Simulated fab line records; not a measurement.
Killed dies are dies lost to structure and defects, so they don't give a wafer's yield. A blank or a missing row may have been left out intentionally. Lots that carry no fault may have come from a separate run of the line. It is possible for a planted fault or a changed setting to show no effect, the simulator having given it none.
Comparing a struck lot with a sound one || flow berkeley_cmos170 || 27 out of 331 route steps
Sound: the wafers L188.2, L188.3, L188.4. Struck: wafer L187.6. The cause is named last.
Each step with rows lists, per side, the tool, then ch with its chambers, then its first start. Under that, the readings that differ: sound wafers || struck wafers || difference of the means || sigmas: that difference in standard deviations of wafers without a fault.
alike: same words and numbers on both sides, and readings whose means sit less than 2 such deviations apart. not compared: any withheld reading, any reading some wafer has no value for, any bound like >300 that may hide the same value, and any number with overlapping values for which the record gives no deviation.
Wherever a step has rows on one side only, a row that says differs or no value, or a row with sigmas, the two part there. Numbers that have no deviation but don't overlap get no sigmas and don't part them. A reading missing from all wafers of one side parts the sides only when that side holds two or more wafers.

first, 3 steps without rows for these wafers: UCB170_M1_EXPOSE_06 (exposes mask METAL1, target cd 700 nm); UCB170_M1_PEB_07; UCB170_M1_DEVELOP_08 (develop time 45 s).
UCB170_M1_CD_MEAS_09 targets a cd of 700 nm.
  struck on cd_sem-02, day 8 22:46; sound on cd_sem-02, day 8 21:01
{"reading": "cd_nm (nm)", "sound": "702.2 702.8 705.2", "struck": 696.5, "difference": -6.9, "sigmas": -5}
UCB170_M1_OVL_MEAS_10:
  struck on overlay-02, day 8 22:49; sound on overlay-01, day 8 21:07
{"reading": "M1_OVL (nm)", "sound": "4 8 4", "struck": -6, "difference": -11, "sigmas": -2}
UCB170_M1_ETCH_11: etches BARC in N2/H2.
  sound on rie_diel-01 ch 1,2,3, day 8 21:09; struck on rie_diel-01 ch 2, day 8 22:50
  alike: drypump_motor_current_A, h2_flow_sccm, n2_flow_sccm, oes_product_au, rf_fwd_power_W, throttle_valve_pct
UCB170_M1_METAL_ETCH_12: etches Al in Cl2/BCl3, stops on PSG, target depth 780 nm, time 130 s.
  sound on rie_metal-04 ch 0,1, day 8 21:11; struck on rie_metal-02 ch 1, day 8 22:57
  alike: drypump_motor_current_A, oes_product_au, rf_fwd_power_W, throttle_valve_pct
  not compared: rf_hours_counter_h
UCB170_M1_STRIP_13: strips in O2.
  sound on plasma_asher-03 ch 0,1, day 8 21:20; struck on plasma_asher-03 ch 1, day 8 23:04
  alike: drypump_motor_current_A, oes_product_au
  not compared: rf_hours_counter_h
UCB170_M1_CD_MEAS_90 targets a cd of 700 nm.
  struck on cd_sem-02, day 8 23:12; sound on cd_sem-02, day 8 21:27
  alike: cd_nm
then, 1 step without rows for these wafers: UCB170_M1_ANNEAL_14 (time 1200 s).
UCB170_V1_CVD_00: deposits SiO2 from TEOS/O2, target thk 2000 nm, time 250 s.
  sound on pecvd-01 ch 0,2, day 8 22:53; struck on pecvd-02 ch 0, day 9 01:38
  alike: heater_power_w, rf_fwd_power_W
  not compared: since_wet_clean_h
UCB170_V1_THK_MEAS_01:
  struck on film_metro-03, day 9 01:45; sound on film_metro-03, day 8 23:03
  alike: V1_TEOS_THK
UCB170_V1_CMP_02: polishes SiO2.
  sound on cmp-01 ch 1,2,3, day 8 23:06; struck on cmp-01 ch 1, day 9 02:01
{"reading": "model.SiO2_of_V1_CVD_00.thk_nm (nm)", "sound": "999.7 1000 1002", "struck": 1358, "difference": "+357", "sigmas": ""}
  alike: motor_current_A
UCB170_V1_BOW_MEAS_03:
  struck on film_metro-01, day 9 02:10; sound on film_metro-04, day 8 23:25
{"reading": "V1_BOW (um)", "sound": "6 18 11", "struck": 30, "difference": "+18", "sigmas": "+3"}
UCB170_V1_THK_MEAS_04:
  struck on film_metro-01, day 9 02:14; sound on film_metro-04, day 8 23:32
{"reading": "V1_POLISHED_THK (nm)", "sound": "999.1 1000.5 1001.9", "struck": 1356.7, "difference": "+356.2", "sigmas": "+99 or more"}
then, 7 steps without rows for these wafers: UCB170_V1_CLEAN_05 (cleans in DIW); UCB170_V1_HMDS_06 (prime time 60 s); UCB170_V1_COAT_07 (resist thk 900 nm); UCB170_V1_SOFTBAKE_08 (time 60 s); UCB170_V1_EXPOSE_09 (exposes mask VIA1, target cd 700 nm); UCB170_V1_PEB_10; UCB170_V1_DEVELOP_11 (develop time 45 s).
UCB170_V1_CD_MEAS_12 targets a cd of 700 nm.
  struck on cd_sem-02, day 9 04:28; sound on cd_sem-01, day 9 03:23
  alike: cd_nm
UCB170_V1_OVL_MEAS_13:
  struck on overlay-02, day 9 04:31; sound on overlay-01, day 9 03:30
  alike: V1_OVL
UCB170_V1_ETCH_14: etches SiO2 in CHF3/CF4/Ar, stops on Al, target depth 1250 nm, time 291 s.
  sound on rie_diel-03 ch 1,2,3, day 9 03:32; struck on rie_diel-02 ch 2, day 9 04:36
{"reading": "oes_product_au (a.u.)", "sound": "0.884 0.892 0.867", "struck": 1.014, "difference": "+0.133", "sigmas": "+11"}
{"reading": "model.etch.depth_nm (nm)", "sound": "999.7 1000 1002", "struck": 1250, "difference": "+249", "sigmas": ""}
{"reading": "model.V1.feature_depth_nm (nm)", "sound": "999.7 1001 1002", "struck": 1250, "difference": "+249", "sigmas": ""}
  alike: drypump_motor_current_A, rf_fwd_power_W, throttle_valve_pct
  not compared: rf_hours_counter_h
UCB170_V1_STRIP_15: strips in O2.
  sound on plasma_asher-02 ch 0,1, day 9 03:43; struck on plasma_asher-04 ch 0, day 9 04:46
  alike: drypump_motor_current_A, oes_product_au, strip_time_to_endpoint_s
  not compared: rf_hours_counter_h
UCB170_M3_PROBE_99:
  the record has rows for the sound wafers here (prober-02, day 9 13:55) and none for the struck ones

## WHERE THEY PART
Earliest at UCB170_M1_CD_MEAS_09; latest, in this record, at UCB170_M3_PROBE_99.

WHY: the cause the simulator had injected
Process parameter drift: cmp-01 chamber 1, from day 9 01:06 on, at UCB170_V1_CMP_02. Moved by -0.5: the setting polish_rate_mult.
